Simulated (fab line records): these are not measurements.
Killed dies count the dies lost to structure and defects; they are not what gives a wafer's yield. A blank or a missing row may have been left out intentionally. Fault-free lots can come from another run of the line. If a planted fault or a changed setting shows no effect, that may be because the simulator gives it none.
What tool caused it? || flow ritCmos || 13 lots, 39 wafers sampled, at 2 steps of a route of 202

== WHAT THE GAUGES SHOWED, per wafer ==
No reading from a measuring or inspecting step in the record can be judged against a usual standard deviation.

== EACH LOT AND THE TOOL THAT RAN IT (in order: tool; ch and the chambers of the sampled wafers; start) ==
{"lot": "L895", "RIT_NLDD_STRIP_09": "plasmaAsher-02 ch 0,1, day 2 23:17", "RIT_M1_PROBE_99": "-"}
{"lot": "L896", "RIT_NLDD_STRIP_09": "plasmaAsher-02 ch 0,1, day 3 00:53", "RIT_M1_PROBE_99": "-"}
{"lot": "L898", "RIT_NLDD_STRIP_09": "plasmaAsher-02 ch 0,1, day 3 10:59", "RIT_M1_PROBE_99": "-"}
{"lot": "L899", "RIT_NLDD_STRIP_09": "plasmaAsher-03 ch 0, day 3 14:35", "RIT_M1_PROBE_99": "-"}
{"lot": "L900", "RIT_NLDD_STRIP_09": "plasmaAsher-03 ch 0,1, day 3 19:34", "RIT_M1_PROBE_99": "-"}
{"lot": "L901", "RIT_NLDD_STRIP_09": "plasmaAsher-01 ch 1, day 3 23:52", "RIT_M1_PROBE_99": "-"}
{"lot": "L902", "RIT_NLDD_STRIP_09": "plasmaAsher-01 ch 0,1, day 4 10:18", "RIT_M1_PROBE_99": "-"}
{"lot": "L903", "RIT_NLDD_STRIP_09": "plasmaAsher-01 ch 0,1, day 4 12:53", "RIT_M1_PROBE_99": "-"}
{"lot": "L909", "RIT_NLDD_STRIP_09": "plasmaAsher-01 ch 1, day 5 15:58", "RIT_M1_PROBE_99": "-"}
{"lot": "L913", "RIT_NLDD_STRIP_09": "plasmaAsher-03 ch 0,1, day 6 21:26", "RIT_M1_PROBE_99": "prober-01, day 7 15:22"}
{"lot": "L915", "RIT_NLDD_STRIP_09": "plasmaAsher-03 ch 0,1, day 7 05:48", "RIT_M1_PROBE_99": "-"}
{"lot": "L916", "RIT_NLDD_STRIP_09": "plasmaAsher-03 ch 0,1, day 7 11:06", "RIT_M1_PROBE_99": "-"}
{"lot": "L918", "RIT_NLDD_STRIP_09": "plasmaAsher-02 ch 0,1, day 7 23:28", "RIT_M1_PROBE_99": "prober-02, day 8 16:07"}
- RIT_NLDD_STRIP_09: strips in O2, time 180 s.
- RIT_M1_PROBE_99

== WHAT THE TOOLS THEMSELVES READ (means of the sampled wafers that have a number; where no wafer has one, the mark that the record gives instead) ==
RIT_NLDD_STRIP_09.
{"lot": "L895", "tool": "plasmaAsher-02", "chamberPressureMTorr (mTorr)": 4004, "drypumpMotorCurrentA (A)": 5.8}
{"lot": "L896", "tool": "plasmaAsher-02", "chamberPressureMTorr (mTorr)": 4000, "drypumpMotorCurrentA (A)": 5.8}
{"lot": "L898", "tool": "plasmaAsher-02", "chamberPressureMTorr (mTorr)": 4001, "drypumpMotorCurrentA (A)": 5.8}
{"lot": "L899", "tool": "plasmaAsher-03", "chamberPressureMTorr (mTorr)": 4001, "drypumpMotorCurrentA (A)": 5.8}
{"lot": "L900", "tool": "plasmaAsher-03", "chamberPressureMTorr (mTorr)": 4003, "drypumpMotorCurrentA (A)": 5.5}
{"lot": "L901", "tool": "plasmaAsher-01", "chamberPressureMTorr (mTorr)": 3998, "drypumpMotorCurrentA (A)": 6.3}
{"lot": "L902", "tool": "plasmaAsher-01", "chamberPressureMTorr (mTorr)": 4001, "drypumpMotorCurrentA (A)": 6.1}
{"lot": "L903", "tool": "plasmaAsher-01", "chamberPressureMTorr (mTorr)": 3999, "drypumpMotorCurrentA (A)": 6.1}
{"lot": "L909", "tool": "plasmaAsher-01", "chamberPressureMTorr (mTorr)": 2000, "drypumpMotorCurrentA (A)": 6.3}
{"lot": "L913", "tool": "plasmaAsher-03", "chamberPressureMTorr (mTorr)": 3998, "drypumpMotorCurrentA (A)": 5.3}
{"lot": "L915", "tool": "plasmaAsher-03", "chamberPressureMTorr (mTorr)": 4001, "drypumpMotorCurrentA (A)": 5.3}
{"lot": "L916", "tool": "plasmaAsher-03", "chamberPressureMTorr (mTorr)": 4002, "drypumpMotorCurrentA (A)": 5.5}
{"lot": "L918", "tool": "plasmaAsher-02", "chamberPressureMTorr (mTorr)": 4001, "drypumpMotorCurrentA (A)": 6.1}

RIT_M1_PROBE_99.
{"lot": "L913", "tool": "prober-01", "killedAtContacts": 0.0, "killedAtFrontEnd": 3.3, "killedDies": 3.3, "killedOpen": 1.3, "killedShort": 2.0}
{"lot": "L918", "tool": "prober-02", "killedAtContacts": 0.3, "killedAtFrontEnd": 4.7, "killedDies": 5.0, "killedOpen": 1.3, "killedShort": 3.7}

== THE ANSWER, worked out from the rows above alone ==
Rule: usual is defined by the lots themselves. The widest of any qualifying gaps counts: lots, ordered by their means at a reading, are off when they make up no more than a third of the lots, leave a main group of 4 or more, and stand apart from it by 3 or more times the standard deviation of that group's means. A main group whose means are all the same, to the digits that the tables above print for the reading, isn't used. Also off: a lot with no number at a reading for which 4 or more lots have one. The other lots that the step has rows for count as sound. After the gauges, taken in route order, come the tools' own readings; for these a lot's mean is taken, as printed above. The first step at which some lot is off is used, and at that step the reading that is off furthest; a lot without a number counts as furthest.
Off, at RIT_NLDD_STRIP_09 on chamberPressureMTorr: L909. Mean 4001 mTorr and standard deviation 1.7 in the main group.
If a tool, at that step or one of the process steps before it, ran each lot that is off and ran no sound lot following the first of them, it fits. One candidate fits, namely plasmaAsher-01 at RIT_NLDD_STRIP_09. A fault onset in the window from L903 (day 4 12:53, its last sound lot) to L909 (day 5 15:58, its first lot off) fits.
The tool's own readings at RIT_NLDD_STRIP_09 bear it out: on the lots that are off they differ by more than 5 times the standard deviation of the sound lots' means. chamberPressureMTorr reads 2000 mTorr there against 4001 mTorr on the sound lots.

== WHAT THE SIMULATOR HAD PUT IN ==
plasmaAsher-01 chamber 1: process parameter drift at RIT_NLDD_STRIP_09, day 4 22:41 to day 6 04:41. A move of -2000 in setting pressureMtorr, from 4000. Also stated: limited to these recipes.
Lots struck among those shown: L909. The rule above reached the same finding.
